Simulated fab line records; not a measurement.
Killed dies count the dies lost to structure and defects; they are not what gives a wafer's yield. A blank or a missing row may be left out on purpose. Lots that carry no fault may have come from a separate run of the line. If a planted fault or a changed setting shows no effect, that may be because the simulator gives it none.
Comparing a struck lot with a sound one    flow berkeleyCmos170    21 steps out of a route of 331
Sound: these wafers, L312.3, L312.5, L312.6. Wafers L321.2, L321.4, L321.5 were the ones struck. The cause is given at the end.
Each step with rows lists, per side, the tool, then ch with its chambers, then its first start. Under that, the readings that differ: sound wafers    struck wafers    difference of the means    sigmas: that difference in standard deviations of wafers without a fault.
alike: readings with means less than 2 such deviations apart, plus words and numbers identical on both sides. not compared: withheld readings, readings lacking a value on some wafer, bounds such as >300 that could conceal the same value, and numbers that have no deviation in the record and whose values overlap.
A row with sigmas, a row that says differs or no value, or rows on one side alone: a step with any of these is where the two part. Non-overlapping numbers with no deviation appear without sigmas and do not part them. A reading that every wafer of one side lacks parts them only if that side has two wafers or more.

first, 1 step without rows for these wafers: UCB170_M2_ETCH_17 (etches BARC in N2/H2).
UCB170_M2_METAL_ETCH_18: etches Al in Cl2/BCl3, stops on SiO2, target depth 1170 nm, time 195 s.
  sound on rieMetal-01 ch 1, day 8 21:04; struck on rieMetal-04 ch 0,1, day 10 21:17
  alike: drypumpMotorCurrentA, mfcCl2Sccm, oesProductAu, rfFwdPowerW, throttleValvePct
  not compared: rfHoursCounterH
UCB170_M2_STRIP_19: strips in O2.
  sound on plasmaAsher-03 ch 0,1, day 8 21:20; struck on plasmaAsher-03 ch 0,1, day 10 21:28
  alike: drypumpMotorCurrentA, oesProductAu
  not compared: rfHoursCounterH
UCB170_M2_CD_MEAS_90: the cd target is 700 nm.
  sound on cdSem-02 at day 8 21:29; struck on cdSem-02 at day 10 21:35
  alike: cdNm
UCB170_V2_CVD_00: deposits SiO2 from TEOS/O2, target thk 2000 nm, time 250 s.
  sound on pecvd-03 ch 0,2, day 8 21:34; struck on pecvd-01 ch 0,1,2, day 10 21:41
  alike: heaterPowerW, rfFwdPowerW
UCB170_V2_THK_MEAS_01:
  sound on filmMetro-04 at day 8 21:45; struck on filmMetro-01 at day 10 21:52
  alike: V2_TEOS_THK
UCB170_V2_CMP_02: polishes SiO2.
  sound on cmp-01 ch 0,2,3, day 8 21:56; struck on cmp-02 ch 0,2,3, day 10 22:01
  alike: motorCurrentA, slurryFlowMlMin
UCB170_V2_BOW_MEAS_03:
  sound on filmMetro-04 at day 8 22:08; struck on filmMetro-01 at day 10 22:14
  alike: V2_BOW
UCB170_V2_THK_MEAS_04:
  sound on filmMetro-04 at day 8 22:14; struck on filmMetro-01 at day 10 22:20
  alike: V2_POLISHED_THK
then, 3 steps without rows for these wafers: UCB170_V2_CLEAN_05 (cleans in DIW); UCB170_V2_HMDS_06 (prime time 60 s); UCB170_V2_COAT_07 (resist thk 900 nm).
UCB170_V2_SOFTBAKE_08: time 60 s.
  sound on lithoTrack-03 ch 0, day 9 01:29; struck on lithoTrack-01 ch 0, day 10 22:53
reading                             sound                 struck                difference  sigmas
heaterPowerTotalW (W)               56.85 56.76 56.76     60.43 60.54 60.43     +3.68       +72
plateTempC (C)                      129.98 129.95 129.90  136.16 136.12 136.19  +6.21       +44
model.KrF_of_V2_COAT_07.thkNm (nm)  901.6 900.2 902.4     891.2 892.6 894.2     -8.7        
then, 2 steps without rows for these wafers: UCB170_V2_EXPOSE_09 (exposes mask VIA2, target cd 700 nm); UCB170_V2_PEB_10.
UCB170_V2_DEVELOP_11: develop time 45 s.
  sound: lithoTrack-01 ch 0; struck: lithoTrack-01 ch 0
reading                             sound            struck             difference  sigmas
model.KrF_of_V2_COAT_07.thkNm (nm)  887.4 886 888.2  877.1 878.4 880.1  -8.7        
  alike: developerTempC
UCB170_V2_CD_MEAS_12: the cd target is 700 nm.
  sound on cdSem-01 at day 9 02:09; struck on cdSem-01 at day 11 00:02
reading    sound              struck             difference  sigmas
cdNm (nm)  698.7 699.5 701.0  718.8 718.6 718.8  +19.0       +17
  not compared: hold
UCB170_V2_OVL_MEAS_13:
  sound on overlay-01 at day 9 02:15; struck on overlay-02 at day 11 03:28
reading  sound  struck                                                                   difference                    sigmas
hold     - - -  awaitDispo/3.3h/release awaitDispo/3.3h/release awaitDispo/3.3h/release  no value on the sound wafers  
  alike: V2_OVL
UCB170_V2_ETCH_14: etches SiO2 in CHF3/CF4/Ar, stops on Al, target depth 1250 nm, time 291 s.
  sound on rieDiel-02 ch 0,2,3, day 9 02:16; struck on rieDiel-02 ch 0,2,3, day 11 03:29
reading             sound              struck             difference  sigmas
model.V2.cdNm (nm)  696.4 699.8 700.8  717.2 718.3 718.4  +19.0       
  alike: drypumpMotorCurrentA, oesProductAu, rfFwdPowerW, throttleValvePct
  not compared: rfHoursCounterH
UCB170_V2_STRIP_15: strips in O2.
  sound on plasmaAsher-03 ch 0,1, day 9 02:29; struck on plasmaAsher-01 ch 0,1, day 11 03:40
  alike: drypumpMotorCurrentA, oesProductAu, stripTimeToEndpointS
  not compared: rfHoursCounterH
UCB170_M3_PROBE_99:
  only the struck wafers here have rows in the record (prober-02, day 11 07:42); the sound ones have none

WHERE THEY PART
Earliest at UCB170_V2_SOFTBAKE_08; latest, in this record, at UCB170_M3_PROBE_99.

WHY: what had been put in by the simulator
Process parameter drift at UCB170_V2_SOFTBAKE_08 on lithoTrack-01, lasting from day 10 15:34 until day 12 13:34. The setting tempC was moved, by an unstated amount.
